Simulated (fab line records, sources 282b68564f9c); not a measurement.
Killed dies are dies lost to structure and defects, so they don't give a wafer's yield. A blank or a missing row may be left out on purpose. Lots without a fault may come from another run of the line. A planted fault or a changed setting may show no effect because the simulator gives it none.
Split-lot experiment | flow rit_cmos | 5 lots, 21 wafers read, on a route of 202 steps

THE SPLIT
At RIT_M1_ANNEAL_15 (time 1800 s), the setting time_s was moved away from the recipe's 1800 s on 15 of the 21 wafers read, by -8.8% to +13.5%. The other wafers ran this setting at the recipe's value.

The file shows no step between the split and the reading.

THE READING
etest.pplus_sal.width_nm (the simulator's own value, which no gauge read), in nm, at RIT_M1_PROBE_99. The file gives no usual value for it. The 6 wafers here that ran the recipe average 3442 nm, standard deviation 8.8 nm.

wafer  | tool, chamber at the split | time_s as run, s | against the recipe | etest.pplus_sal.width_nm, nm | against lot-mates on the recipe
L074.2 | furnace-02, 0              | 1800             | recipe             | 3446                         | -
L074.4 | furnace-02, 0              | 1800             | recipe             | 3447                         | -
L074.5 | furnace-02, 0              | 1800             | recipe             | 3455                         | -
L078.1 | -, -                       | 2043             | +13.5%             | 3347                         | no lot-mate on the recipe
L078.3 | -, -                       | 2043             | +13.5%             | 3339                         | no lot-mate on the recipe
L078.4 | -, -                       | 2043             | +13.5%             | 3373                         | no lot-mate on the recipe
L078.5 | -, -                       | 2043             | +13.5%             | 3330                         | no lot-mate on the recipe
L078.6 | -, -                       | 2043             | +13.5%             | 3358                         | no lot-mate on the recipe
L080.1 | -, -                       | 1699             | -5.6%              | 3454                         | no lot-mate on the recipe
L080.2 | -, -                       | 1699             | -5.6%              | 3463                         | no lot-mate on the recipe
L080.3 | -, -                       | 1699             | -5.6%              | 3448                         | no lot-mate on the recipe
L080.4 | -, -                       | 1699             | -5.6%              | 3431                         | no lot-mate on the recipe
L080.6 | -, -                       | 1699             | -5.6%              | 3442                         | no lot-mate on the recipe
L082.1 | -, -                       | 1641             | -8.8%              | 3500                         | no lot-mate on the recipe
L082.2 | -, -                       | 1641             | -8.8%              | 3470                         | no lot-mate on the recipe
L082.3 | -, -                       | 1641             | -8.8%              | 3484                         | no lot-mate on the recipe
L082.4 | -, -                       | 1641             | -8.8%              | 3493                         | no lot-mate on the recipe
L082.5 | -, -                       | 1641             | -8.8%              | 3469                         | no lot-mate on the recipe
L083.2 | -, -                       | 1800             | recipe             | 3437                         | -
L083.5 | -, -                       | 1800             | recipe             | 3428                         | -
L083.6 | -, -                       | 1800             | recipe             | 3436                         | -

THE FIT
A straight line over all 21 wafers: etest.pplus_sal.width_nm changes by -5.68 nm for each +1% of time_s; r = -0.95; the points scatter about the line by 16 nm.
Too few moved wafers have a lot-mate on the recipe to fit a line with each lot's own level taken away.

THE FILE'S OWN FIT
etest.pplus_sal.width_nm changes by -5.67 nm for each +1% of time_s, r = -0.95.
